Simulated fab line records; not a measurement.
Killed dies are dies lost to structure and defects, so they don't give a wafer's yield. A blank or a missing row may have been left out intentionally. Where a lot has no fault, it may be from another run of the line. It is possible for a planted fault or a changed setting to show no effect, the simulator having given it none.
fab line records || flow rit_cmos || part 2 of 2: steps 35 to 35 of 35
record: {"lots": 5, "wafers": 23}
route steps=202 shown ACTIVE@2 FOX2@25 NWELL@30 PWELL@40 WELLDRIVE@50 NRETRO@54 PRETRO@72 M1@202
start_h: hours from the record's first day to the start of the lot's first wafer shown || wait_h: how many hours have passed since the lot's step before this one || " same as the row above || L1.1+2: a single row standing in for several wafers || - no value, or no start was given || * or withheld: withheld || < > ~ a bound
route shown NAME@n: names a module that has steps shown in the file, with the first one's number in the route || usual: mean/standard deviation taken from wafers without a fault || same: alike in all rows || chamber/n: place in a boat || sites: per-site readings || _std_site: standard deviation across them || _edge_site: the outer-site mean with the inner-site mean subtracted || radius_mm: for every site, how far away it sits from the centre of the wafer || mask NAME#n: copy n || behind: the most recent tool/chamber to have shaped the wafer || hold: why the lot was held/for how many hours/how that ended || device: the transistor (n, p or np) that didn't switch || end of line: the route-end tests of the same wafers || a step without rows: its recipe alone || killed: at the first sort, the dies lost to defects and structure; wafer yield is something else || map: a wafer's dies, marking killed ones x, the rest . and places with no die _
set.NAME: the setting as run; set.NAME@STEP: as run at that earlier step || model.NAME: the simulator's own value behind a step, which no gauge read
lots with deliberately changed settings; one table per step, one row per wafer
== steps ==
step: RIT_M1_PROBE_99
usual: {"killed_at_contacts": "0.1/0.32", "killed_at_front_end": "7.0/2.9", "killed_dies": "7.2/2.9", "killed_open": "3.4/2", "killed_short": "3.7/2.1"}
same: {"gross_dies": 264, "killed_at_M0_to_M3": 0, "killed_at_M4_up": 0, "killed_at_back_side": 0, "killed_at_other": 0}
{"lot.wafer": "L075.1", "tool": "prober-02", "chamber": "-", "start_h": 68.26, "wait_h": 0.1, "set.temp_c@ACTIVE_OXIDATION_01": 1024, "killed_at_contacts": 0, "killed_at_front_end": 5, "killed_dies": 5, "killed_open": 3, "killed_short": 2, "model.etest.nldd.width_nm": 3031}
{"lot.wafer": "L075.2", "tool": "prober-02", "chamber": "-", "start_h": 68.31, "wait_h": 0.1, "set.temp_c@ACTIVE_OXIDATION_01": 1024, "killed_at_contacts": 0, "killed_at_front_end": 7, "killed_dies": 7, "killed_open": 3, "killed_short": 4, "model.etest.nldd.width_nm": 3027}
{"lot.wafer": "L075.3", "tool": "prober-02", "chamber": "-", "start_h": 68.36, "wait_h": 0.2, "set.temp_c@ACTIVE_OXIDATION_01": 1024, "killed_at_contacts": 0, "killed_at_front_end": 10, "killed_dies": 10, "killed_open": 4, "killed_short": 2, "model.etest.nldd.width_nm": 3026}
{"lot.wafer": "L075.4", "tool": "prober-02", "chamber": "-", "start_h": 68.41, "wait_h": 0.2, "set.temp_c@ACTIVE_OXIDATION_01": 1024, "killed_at_contacts": 0, "killed_at_front_end": 4, "killed_dies": 4, "killed_open": 2, "killed_short": 2, "model.etest.nldd.width_nm": 3034}
{"lot.wafer": "L075.5", "tool": "prober-02", "chamber": "-", "start_h": 68.46, "wait_h": 0.2, "set.temp_c@ACTIVE_OXIDATION_01": 1024, "killed_at_contacts": 0, "killed_at_front_end": 9, "killed_dies": 9, "killed_open": 4, "killed_short": 4, "model.etest.nldd.width_nm": 2998}
{"lot.wafer": "L074.1", "tool": "prober-01", "chamber": "-", "start_h": 69.76, "wait_h": 0.1, "set.temp_c@ACTIVE_OXIDATION_01": 1000, "killed_at_contacts": 0, "killed_at_front_end": 7, "killed_dies": 7, "killed_open": 4, "killed_short": 3, "model.etest.nldd.width_nm": 3164}
{"lot.wafer": "L074.2", "tool": "prober-01", "chamber": "-", "start_h": 69.81, "wait_h": 0.1, "set.temp_c@ACTIVE_OXIDATION_01": 1000, "killed_at_contacts": 0, "killed_at_front_end": 4, "killed_dies": 4, "killed_open": 2, "killed_short": 2, "model.etest.nldd.width_nm": 3166}
{"lot.wafer": "L074.3", "tool": "prober-01", "chamber": "-", "start_h": 69.86, "wait_h": 0.2, "set.temp_c@ACTIVE_OXIDATION_01": 1000, "killed_at_contacts": 0, "killed_at_front_end": 10, "killed_dies": 10, "killed_open": 1, "killed_short": 9, "model.etest.nldd.width_nm": 3161}
{"lot.wafer": "L074.4", "tool": "prober-01", "chamber": "-", "start_h": 69.91, "wait_h": 0.2, "set.temp_c@ACTIVE_OXIDATION_01": 1000, "killed_at_contacts": 0, "killed_at_front_end": 7, "killed_dies": 7, "killed_open": 3, "killed_short": 4, "model.etest.nldd.width_nm": 3160}
{"lot.wafer": "L074.5", "tool": "prober-01", "chamber": "-", "start_h": 69.96, "wait_h": 0.2, "set.temp_c@ACTIVE_OXIDATION_01": 1000, "killed_at_contacts": 0, "killed_at_front_end": 3, "killed_dies": 3, "killed_open": 2, "killed_short": 1, "model.etest.nldd.width_nm": 3158}
{"lot.wafer": "L077.1", "tool": "prober-01", "chamber": "-", "start_h": 82.69, "wait_h": 0.1, "set.temp_c@ACTIVE_OXIDATION_01": 1000, "killed_at_contacts": 0, "killed_at_front_end": 7, "killed_dies": 7, "killed_open": 4, "killed_short": 3, "model.etest.nldd.width_nm": 3169}
{"lot.wafer": "L077.2", "tool": "prober-01", "chamber": "-", "start_h": 82.74, "wait_h": 0.1, "set.temp_c@ACTIVE_OXIDATION_01": 1000, "killed_at_contacts": 0, "killed_at_front_end": 5, "killed_dies": 5, "killed_open": 5, "killed_short": 0, "model.etest.nldd.width_nm": 3173}
{"lot.wafer": "L077.4", "tool": "prober-01", "chamber": "-", "start_h": 82.84, "wait_h": 0.2, "set.temp_c@ACTIVE_OXIDATION_01": 1000, "killed_at_contacts": 0, "killed_at_front_end": 14, "killed_dies": 14, "killed_open": 9, "killed_short": 5, "model.etest.nldd.width_nm": 3185}
{"lot.wafer": "L077.5", "tool": "prober-01", "chamber": "-", "start_h": 82.89, "wait_h": 0.2, "set.temp_c@ACTIVE_OXIDATION_01": 1000, "killed_at_contacts": 0, "killed_at_front_end": 8, "killed_dies": 8, "killed_open": 5, "killed_short": 3, "model.etest.nldd.width_nm": 3194}
{"lot.wafer": "L077.6", "tool": "prober-01", "chamber": "-", "start_h": 82.94, "wait_h": 0.2, "set.temp_c@ACTIVE_OXIDATION_01": 1000, "killed_at_contacts": 0, "killed_at_front_end": 5, "killed_dies": 5, "killed_open": 0, "killed_short": 5, "model.etest.nldd.width_nm": 3174}
{"lot.wafer": "L078.1", "tool": "prober-02", "chamber": "-", "start_h": 87.95, "wait_h": 0.1, "set.temp_c@ACTIVE_OXIDATION_01": 1000, "killed_at_contacts": 0, "killed_at_front_end": 6, "killed_dies": 6, "killed_open": 3, "killed_short": 1, "model.etest.nldd.width_nm": 3195}
{"lot.wafer": "L078.2", "tool": "prober-02", "chamber": "-", "start_h": 88.00, "wait_h": 0.1, "set.temp_c@ACTIVE_OXIDATION_01": 1000, "killed_at_contacts": 1, "killed_at_front_end": 16, "killed_dies": 17, "killed_open": 9, "killed_short": 8, "model.etest.nldd.width_nm": 3192}
{"lot.wafer": "L078.3", "tool": "prober-02", "chamber": "-", "start_h": 88.05, "wait_h": 0.2, "set.temp_c@ACTIVE_OXIDATION_01": 1000, "killed_at_contacts": 0, "killed_at_front_end": 10, "killed_dies": 10, "killed_open": 6, "killed_short": 4, "model.etest.nldd.width_nm": 3180}
{"lot.wafer": "L078.4", "tool": "prober-02", "chamber": "-", "start_h": 88.10, "wait_h": 0.2, "set.temp_c@ACTIVE_OXIDATION_01": 1000, "killed_at_contacts": 0, "killed_at_front_end": 9, "killed_dies": 9, "killed_open": 3, "killed_short": 6, "model.etest.nldd.width_nm": 3199}
{"lot.wafer": "L078.5", "tool": "prober-02", "chamber": "-", "start_h": 88.15, "wait_h": 0.2, "set.temp_c@ACTIVE_OXIDATION_01": 1000, "killed_at_contacts": 0, "killed_at_front_end": 12, "killed_dies": 12, "killed_open": 3, "killed_short": 6, "model.etest.nldd.width_nm": 3183}
{"lot.wafer": "L085.4", "tool": "prober-01", "chamber": "-", "start_h": 115.51, "wait_h": 0.2, "set.temp_c@ACTIVE_OXIDATION_01": 1000, "killed_at_contacts": 1, "killed_at_front_end": 7, "killed_dies": 8, "killed_open": 3, "killed_short": 5, "model.etest.nldd.width_nm": 3149}
{"lot.wafer": "L085.5", "tool": "prober-01", "chamber": "-", "start_h": 115.56, "wait_h": 0.2, "set.temp_c@ACTIVE_OXIDATION_01": 1000, "killed_at_contacts": 0, "killed_at_front_end": 11, "killed_dies": 11, "killed_open": 4, "killed_short": 7, "model.etest.nldd.width_nm": 3181}
{"lot.wafer": "L085.6", "tool": "prober-01", "chamber": "-", "start_h": 115.61, "wait_h": 0.2, "set.temp_c@ACTIVE_OXIDATION_01": 1000, "killed_at_contacts": 0, "killed_at_front_end": 8, "killed_dies": 8, "killed_open": 3, "killed_short": 5, "model.etest.nldd.width_nm": 3173}
killed by level:class
L075.1 GATE:geometric_particle:open=2 SPACER:geometric_particle:short=2 FOX2:geometric_particle:open=1
L075.2 SILICIDE:geometric_particle:open=2 FOX1:geometric_particle:short=1 FOX2:geometric_particle:short=1 GATE:geometric_particle:open=1 SPACER:geometric_particle:short=1 SILICIDE:geometric_particle:short=1
L075.3 GATE:area_develop=4 SILICIDE:geometric_particle:open=3 FOX1:geometric_particle:short=1 GATE:geometric_particle:open=1 SILICIDE:geometric_particle:short=1
L075.4 FOX1:geometric_particle:short=2 FOX1:geometric_particle:open=1 GATE:geometric_particle:open=1
L075.5 GATE:geometric_particle:short=2 REOX:geometric_particle:open=2 FOX1:geometric_particle:short=1 FOX1:geometric_particle:open=1 FOX2:geometric_particle:short=1 FOX2:geometric_particle:open=1 GATE:area_develop=1
L074.1 FOX1:geometric_particle:short=1 FOX1:geometric_particle:open=1 FOX2:geometric_particle:open=1 GATE:geometric_particle:open=1 REOX:geometric_particle:short=1 REOX:geometric_particle:open=1 SILICIDE:geometric_particle:short=1
L074.2 ACTIVE:geometric_particle:short=1 FOX1:geometric_particle:open=1 REOX:geometric_particle:short=1 SPACER:geometric_particle:open=1
L074.3 SPACER:geometric_particle:short=6 FOX2:geometric_particle:short=1 GATE:geometric_particle:short=1 SPACER:geometric_particle:open=1 SILICIDE:geometric_particle:short=1
L074.4 FOX1:geometric_particle:short=2 SPACER:geometric_particle:short=2 SPACER:geometric_particle:open=2 SILICIDE:geometric_particle:open=1
L074.5 FOX1:geometric_particle:short=1 FOX1:geometric_particle:open=1 SILICIDE:geometric_particle:open=1
L077.1 GATE:geometric_particle:short=2 SPACER:geometric_particle:open=2 FOX1:geometric_particle:open=1 GATE:geometric_particle:open=1 SPACER:geometric_particle:short=1
L077.2 GATE:geometric_particle:open=2 FOX2:geometric_particle:open=1 REOX:geometric_particle:open=1 SILICIDE:geometric_particle:open=1
L077.4 REOX:geometric_particle:short=5 REOX:geometric_particle:open=5 FOX1:geometric_particle:open=2 SILICIDE:geometric_particle:open=2
L077.5 GATE:geometric_particle:open=2 GATE:geometric_particle:short=2 REOX:geometric_particle:open=2 SPACER:geometric_particle:open=1 FOX1:geometric_particle:short=1
L077.6 SPACER:geometric_particle:short=2 FOX1:geometric_particle:short=1 GATE:geometric_particle:short=1 REOX:geometric_particle:short=1
L078.1 REOX:geometric_particle:open=2 GATE:area_develop=2 FOX1:geometric_particle:short=1 GATE:geometric_particle:open=1
L078.2 REOX:geometric_particle:open=7 REOX:geometric_particle:short=3 FOX1:geometric_particle:short=2 GATE:geometric_particle:open=1 GATE:geometric_particle:short=1 SILICIDE:geometric_particle:short=1 SILICIDE:geometric_particle:open=1 CONTACT:geometric_particle:short=1
L078.3 REOX:geometric_particle:short=3 GATE:geometric_particle:open=2 REOX:geometric_particle:open=2 FOX2:geometric_particle:open=1 GATE:geometric_particle:short=1 SPACER:geometric_particle:open=1
L078.4 GATE:geometric_particle:open=2 GATE:geometric_particle:short=2 REOX:geometric_particle:short=2 SILICIDE:geometric_particle:short=2 SILICIDE:geometric_particle:open=1
L078.5 GATE:geometric_particle:short=3 GATE:area_develop=3 REOX:geometric_particle:open=2 SILICIDE:geometric_particle:short=2 FOX1:geometric_particle:short=1 GATE:geometric_particle:open=1
L085.4 REOX:geometric_particle:short=2 REOX:geometric_particle:open=2 FOX2:geometric_particle:short=1 GATE:geometric_particle:open=1 SILICIDE:geometric_particle:short=1 CONTACT:geometric_particle:short=1
L085.5 GATE:geometric_particle:short=5 FOX2:geometric_particle:short=2 GATE:geometric_particle:open=2 FOX2:geometric_particle:open=1 SILICIDE:geometric_particle:open=1
L085.6 REOX:geometric_particle:short=2 SILICIDE:geometric_particle:open=2 FOX1:geometric_particle:open=1 FOX1:geometric_particle:short=1 GATE:geometric_particle:short=1 SILICIDE:geometric_particle:short=1
== key ==
split: {"step": "RIT_ACTIVE_OXIDATION_01", "setting": "temp_c", "stated": 1000, "by": "lot"}
response: {"step": "RIT_ACTIVE_OXIDATION_01", "reading": "model.SiO2_of_ACTIVE_OXIDATION_01.thk_nm", "change": "+5.16", "per": "1%", "r": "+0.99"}
response: {"step": "RIT_ACTIVE_THK_MEAS_02", "reading": "ACTIVE_OXIDE_THK", "change": "+5.16", "per": "1%", "r": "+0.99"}
response: {"step": "RIT_ACTIVE_ETCH_13", "reading": "model.SiO2_of_ACTIVE_OXIDATION_01.thk_nm", "change": "+4.86", "per": "1%", "r": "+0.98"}
response: {"step": "RIT_FOX2_WET_ETCH_03", "reading": "model.SiO2_of_ACTIVE_OXIDATION_01.thk_nm", "change": "+4.37", "per": "1%", "r": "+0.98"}
response: {"step": "RIT_M1_PROBE_99", "reading": "model.etest.nldd.width_nm", "change": -63.4, "per": "1%", "r": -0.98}
split: {"step": "RIT_ACTIVE_DEVELOP_10", "setting": "develop_time_s", "stated": 50, "by": "wafer"}
response: {"step": "RIT_ACTIVE_CD_MEAS_11", "reading": "cd_nm", "change": -1.11, "per": "1%", "r": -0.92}
response: {"step": "RIT_ACTIVE_CD_MEAS_90", "reading": "cd_nm", "change": -1.13, "per": "1%", "r": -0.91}
split: {"step": "RIT_ACTIVE_ETCH_13", "setting": "pressure_mtorr", "stated": 260, "by": "lot"}
response none clear
split: {"step": "RIT_NWELL_SOFTBAKE_02", "setting": "temp_c", "stated": 90, "by": "wafer"}
response: {"step": "RIT_NWELL_DEVELOP_05", "reading": "model.NOVOLAK_of_NWELL_COAT_01.thk_nm", "change": -3.47, "per": "1%", "r": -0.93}
split: {"step": "RIT_NWELL_IMPLANT_08", "setting": "dose_cm2", "stated": 5e+13, "by": "wafer"}
response: {"step": "RIT_WELLDRIVE_RS_MEAS_01", "reading": "NWELL_RS", "change": -1.74, "per": "1%", "r": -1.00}
split: {"step": "RIT_PWELL_COAT_01", "setting": "spin_rpm", "stated": 2000, "by": "wafer"}
response: {"step": "RIT_PWELL_COAT_01", "reading": "model.NOVOLAK_of_PWELL_COAT_01.thk_nm", "change": -6.99, "per": "1%", "r": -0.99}
response: {"step": "RIT_PWELL_HARDBAKE_07", "reading": "model.NOVOLAK_of_PWELL_COAT_01.thk_nm", "change": -6.02, "per": "1%", "r": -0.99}
split: {"step": "RIT_PWELL_IMPLANT_08", "setting": "energy_kev", "stated": 170, "by": "wafer"}
response: {"step": "RIT_PWELL_IMPLANT_08", "reading": "model.implant.rp_nm", "change": "+3.6", "per": "1%", "r": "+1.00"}
response: {"step": "RIT_PWELL_IMPLANT_08", "reading": "model.implant.drp_nm", "change": "+0.3", "per": "1%", "r": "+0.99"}
split: {"step": "RIT_NRETRO_COAT_01", "setting": "resist_thk_nm", "stated": 1300, "by": "wafer"}
response: {"step": "RIT_NRETRO_COAT_01", "reading": "model.NOVOLAK_of_NRETRO_COAT_01.thk_nm", "change": "+12.7", "per": "1%", "r": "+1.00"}
response: {"step": "RIT_NRETRO_HARDBAKE_07", "reading": "model.NOVOLAK_of_NRETRO_COAT_01.thk_nm", "change": "+11", "per": "1%", "r": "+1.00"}
split: {"step": "RIT_NRETRO_IMPLANT_08", "setting": "energy_kev", "stated": 70, "by": "wafer"}
response: {"step": "RIT_NRETRO_IMPLANT_08", "reading": "model.implant.rp_nm", "change": "+0.893", "per": "1%", "r": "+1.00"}
response: {"step": "RIT_NRETRO_IMPLANT_08", "reading": "model.implant.drp_nm", "change": "+0.285", "per": "1%", "r": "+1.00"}
split: {"step": "RIT_PRETRO_IMPLANT_08", "setting": "dose_cm2", "stated": 1.2e+13, "by": "wafer"}
response: {"step": "RIT_PRETRO_TW_MEAS_10", "reading": "PRETRO_TW", "change": "+1.46", "per": "1%", "r": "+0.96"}
